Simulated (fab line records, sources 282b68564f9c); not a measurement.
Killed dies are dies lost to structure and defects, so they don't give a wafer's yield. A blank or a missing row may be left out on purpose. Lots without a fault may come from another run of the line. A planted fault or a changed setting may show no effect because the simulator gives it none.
Problem report in the 8D (eight disciplines) form, filled by code | flow rit_cmos | the parts of the form that need people (team, actions taken, sign-off) are left out

1. THE PROBLEM
beam_energy_keV at RIT_NWELL_IMPLANT_08 reads a mean of 173.55 on 6 wafers of 2 lots; wafers without a fault read 170.01 with a standard deviation of 0.048. That is +74 standard deviations from the usual mean.
First seen on wafer L517.1, day 4 09:23, on implanter-03. The record holds 42 wafers of 14 lots with a number at this step. Rule for "out", or "out of limits": more than 4 standard deviations from the usual mean. The other wafers with a number count as sound.

2. WHAT IT IS AND WHAT IT IS NOT
question                    | is                     | is not
which readings at this step | beam_energy_keV        | -
which lots                  | L517, L521             | L505, L506, L507, L508, L509, L510, L513, L515, L522, L524, L525, L526
which wafers of those lots  | all that have a number | -
read on which tools         | implanter-03           | implanter-01, implanter-02
when                        | from day 4 09:23       | up to then (24 sound wafers); but 12 sound wafers of L522, L524, L525, L526 came after

3. SUSPECTS, AND WHAT RULES EACH OUT
Counting: a tool at a process step up to the reading stays a suspect if it ran every lot that is out and no sound lot after the first of them.
- implanter-03 at RIT_NWELL_IMPLANT_08: kept. It ran every lot that is out, first L517 (day 4 09:23), and no sound lot after that; its last sound lot up to then is L513 (day 3 14:53). Its own readings are out on those wafers: beam_energy_keV.
Left after counting: implanter-03 at RIT_NWELL_IMPLANT_08.

4. THE CAUSE (what the simulator had put in)
Process parameter drift: implanter-03, from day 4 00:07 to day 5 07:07, at RIT_NWELL_IMPLANT_08. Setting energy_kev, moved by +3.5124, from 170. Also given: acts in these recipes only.
Counting left only this tool.

5. THE CHAIN OF EFFECTS, in route order
Each row: a reading whose mean over the struck wafers that have a number lies more than 3 standard deviations from the usual. Only readings for which the record gives a usual standard deviation are gone through. hours: the time from each lot's start at the first step in this table that gives one to its start at this step, as a median over the lots. sigmas: the change in usual standard deviations.
hours | step                 | reading         | usual  | on struck wafers | change | sigmas
0     | RIT_NWELL_IMPLANT_08 | beam_energy_keV | 170.01 | 173.55           | +3.54  | +74
The process steps in it:
- RIT_NWELL_IMPLANT_08
Later measuring or inspecting steps at which every struck wafer that the step has a row for has a number for every such reading, and none has moved that far: RIT_NSD_OVL_MEAS_06.

6. WHAT WOULD HAVE CAUGHT IT SOONER
In this record the first reading out of limits was taken at day 4 09:23, 9 hours after the fault began at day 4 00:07.
